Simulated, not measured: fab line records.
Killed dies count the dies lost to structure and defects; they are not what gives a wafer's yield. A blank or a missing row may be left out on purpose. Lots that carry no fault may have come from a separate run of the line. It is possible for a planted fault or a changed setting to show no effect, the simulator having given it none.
Split-lot trial || flow ritCmos || 5 lots, 27 wafers read, on a route of 202 steps

ON THE SPLIT
At RIT_GATE_ETCH_19 (etches poly-Si in SF6/CHF3/O2, stops on SiO2, time 165 s, target depth 312.5 nm), the setting targetDepthA was moved away from the recipe's 3125 angstrom on 12 of the 27 wafers read, by -40.1% to +47.3%. This setting was run at the recipe's value on the other wafers.

The reading is taken at the split's own step.

THE READING
oesProductAu, in a.u., at RIT_GATE_ETCH_19 (etches poly-Si in SF6/CHF3/O2, stops on SiO2, time 165 s, target depth 312.5 nm). Fault-free wafers of this fab line usually give 0.857 a.u., standard deviation 0.013 a.u.

{"wafer": "L075.1", "tool, chamber at the split": "rieSi-01, 0", "targetDepthA as run, angstrom": 2194, "against the recipe": "-29.8%", "oesProductAu, a.u.": 0.978, "against lot-mates on the recipe": "+0.128"}
{"wafer": "L075.2", "tool, chamber at the split": "rieSi-01, 1", "targetDepthA as run, angstrom": 2194, "against the recipe": "-29.8%", "oesProductAu, a.u.": 0.958, "against lot-mates on the recipe": "+0.108"}
{"wafer": "L075.3", "tool, chamber at the split": "rieSi-01, 3", "targetDepthA as run, angstrom": 3125, "against the recipe": "recipe", "oesProductAu, a.u.": 0.852, "against lot-mates on the recipe": "-"}
{"wafer": "L075.4", "tool, chamber at the split": "rieSi-01, 1", "targetDepthA as run, angstrom": 3125, "against the recipe": "recipe", "oesProductAu, a.u.": 0.848, "against lot-mates on the recipe": "-"}
{"wafer": "L075.5", "tool, chamber at the split": "rieSi-01, 3", "targetDepthA as run, angstrom": 2194, "against the recipe": "-29.8%", "oesProductAu, a.u.": 1.029, "against lot-mates on the recipe": "+0.179"}
{"wafer": "L075.6", "tool, chamber at the split": "rieSi-01, 0", "targetDepthA as run, angstrom": 3125, "against the recipe": "recipe", "oesProductAu, a.u.": 0.850, "against lot-mates on the recipe": "-"}
{"wafer": "L079.1", "tool, chamber at the split": "rieSi-01, 3", "targetDepthA as run, angstrom": 3125, "against the recipe": "recipe", "oesProductAu, a.u.": 0.853, "against lot-mates on the recipe": "-"}
{"wafer": "L079.2", "tool, chamber at the split": "rieSi-01, 2", "targetDepthA as run, angstrom": 3125, "against the recipe": "recipe", "oesProductAu, a.u.": 0.863, "against lot-mates on the recipe": "-"}
{"wafer": "L079.3", "tool, chamber at the split": "rieSi-01, 1", "targetDepthA as run, angstrom": 3125, "against the recipe": "recipe", "oesProductAu, a.u.": 0.839, "against lot-mates on the recipe": "-"}
{"wafer": "L080.1", "tool, chamber at the split": "rieSi-02, 1", "targetDepthA as run, angstrom": 3125, "against the recipe": "recipe", "oesProductAu, a.u.": 0.885, "against lot-mates on the recipe": "-"}
{"wafer": "L080.2", "tool, chamber at the split": "rieSi-02, 2", "targetDepthA as run, angstrom": 1872, "against the recipe": "-40.1%", "oesProductAu, a.u.": 0.980, "against lot-mates on the recipe": "+0.112"}
{"wafer": "L080.3", "tool, chamber at the split": "rieSi-02, 3", "targetDepthA as run, angstrom": 1872, "against the recipe": "-40.1%", "oesProductAu, a.u.": 0.999, "against lot-mates on the recipe": "+0.131"}
{"wafer": "L080.4", "tool, chamber at the split": "rieSi-02, 0", "targetDepthA as run, angstrom": 3125, "against the recipe": "recipe", "oesProductAu, a.u.": 0.846, "against lot-mates on the recipe": "-"}
{"wafer": "L080.5", "tool, chamber at the split": "rieSi-02, 0", "targetDepthA as run, angstrom": 1872, "against the recipe": "-40.1%", "oesProductAu, a.u.": 0.991, "against lot-mates on the recipe": "+0.123"}
{"wafer": "L080.6", "tool, chamber at the split": "rieSi-02, 3", "targetDepthA as run, angstrom": 3125, "against the recipe": "recipe", "oesProductAu, a.u.": 0.874, "against lot-mates on the recipe": "-"}
{"wafer": "L084.1", "tool, chamber at the split": "rieSi-01, 1", "targetDepthA as run, angstrom": 2479, "against the recipe": "-20.7%", "oesProductAu, a.u.": 0.965, "against lot-mates on the recipe": "+0.101"}
{"wafer": "L084.2", "tool, chamber at the split": "rieSi-01, 2", "targetDepthA as run, angstrom": 3125, "against the recipe": "recipe", "oesProductAu, a.u.": 0.862, "against lot-mates on the recipe": "-"}
{"wafer": "L084.3", "tool, chamber at the split": "rieSi-01, 3", "targetDepthA as run, angstrom": 3125, "against the recipe": "recipe", "oesProductAu, a.u.": 0.865, "against lot-mates on the recipe": "-"}
{"wafer": "L084.4", "tool, chamber at the split": "rieSi-01, 0", "targetDepthA as run, angstrom": 2479, "against the recipe": "-20.7%", "oesProductAu, a.u.": 0.974, "against lot-mates on the recipe": "+0.110"}
{"wafer": "L084.5", "tool, chamber at the split": "rieSi-01, 2", "targetDepthA as run, angstrom": 3125, "against the recipe": "recipe", "oesProductAu, a.u.": 0.864, "against lot-mates on the recipe": "-"}
{"wafer": "L084.6", "tool, chamber at the split": "rieSi-01, 3", "targetDepthA as run, angstrom": 2479, "against the recipe": "-20.7%", "oesProductAu, a.u.": 1.006, "against lot-mates on the recipe": "+0.142"}
{"wafer": "L085.1", "tool, chamber at the split": "rieSi-01, 0", "targetDepthA as run, angstrom": 3125, "against the recipe": "recipe", "oesProductAu, a.u.": 0.847, "against lot-mates on the recipe": "-"}
{"wafer": "L085.2", "tool, chamber at the split": "rieSi-01, 1", "targetDepthA as run, angstrom": 4602, "against the recipe": "+47.3%", "oesProductAu, a.u.": 0.661, "against lot-mates on the recipe": -0.192}
{"wafer": "L085.3", "tool, chamber at the split": "rieSi-01, 3", "targetDepthA as run, angstrom": 4602, "against the recipe": "+47.3%", "oesProductAu, a.u.": 0.662, "against lot-mates on the recipe": -0.191}
{"wafer": "L085.4", "tool, chamber at the split": "rieSi-01, 2", "targetDepthA as run, angstrom": 3125, "against the recipe": "recipe", "oesProductAu, a.u.": 0.855, "against lot-mates on the recipe": "-"}
{"wafer": "L085.5", "tool, chamber at the split": "rieSi-01, 0", "targetDepthA as run, angstrom": 3125, "against the recipe": "recipe", "oesProductAu, a.u.": 0.857, "against lot-mates on the recipe": "-"}
{"wafer": "L085.6", "tool, chamber at the split": "rieSi-01, 1", "targetDepthA as run, angstrom": 4602, "against the recipe": "+47.3%", "oesProductAu, a.u.": 0.655, "against lot-mates on the recipe": -0.198}

THE FIT
A straight line over all 27 wafers: oesProductAu changes by -0.00409 a.u. for each +1% of targetDepthA; r = -0.97; the points scatter about the line by 0.023 a.u.
The same after taking each lot's own level away (the mean of its wafers on the recipe; 27 wafers): -0.00398 a.u. for each +1%; r = -0.97; scatter 0.024 a.u.
On that fit, the largest move of targetDepthA shifts the reading by 0.19 a.u.
From 0.8500 to 0.8683 a.u.: that is the span of the lots' own levels, equal to 1.4 times the standard deviation above.
So the lot-to-lot level changes the slope little: the two slopes agree.
Check: -0.185 a.u. against its lot-mates is what the line predicts for one of the wafers moved furthest among these (+47.3%) when that wafer is left out of the fit. It came out at -0.192 a.u. against them.
Tool readings at the split's step, against how far the setting was moved: oesProductAu r = -0.97.

FURTHER SPLITS ON THESE WAFERS
Note: prior to the reading, these wafers also went through further splits. Each is held against what the fit with the lots' levels taken away leaves over:
{"other split on the same wafers": "RIT_ACTIVE_DEVELOP_10 developTimeS", "wafers away from the commonest value": 9, "r with oesProductAu (lot level and that fit taken away)": "+0.19"}

THE WHOLE CHAIN: every reading that the file lists as answering this split, in the file's order
{"step": "RIT_GATE_ETCH_19", "what it does": "etches poly-Si in SF6/CHF3/O2, stops on SiO2, time 165 s, target depth 312.5 nm", "reading": "oesProductAu", "change (the file's fit)": "-0.00399 a.u. for each +1% of the setting", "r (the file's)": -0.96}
{"step": "RIT_GATE_ETCH_19", "what it does": "etches poly-Si in SF6/CHF3/O2, stops on SiO2, time 165 s, target depth 312.5 nm", "reading": "NOVOLAK_of_GATE_COAT_11.thkNm (the simulator's own value, which no gauge read)", "change (the file's fit)": "-0.816 nm for each +1% of the setting", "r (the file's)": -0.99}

THE FILE'S OWN FIT
oesProductAu changes by -0.00399 a.u. for each +1% of targetDepthA, r = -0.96.
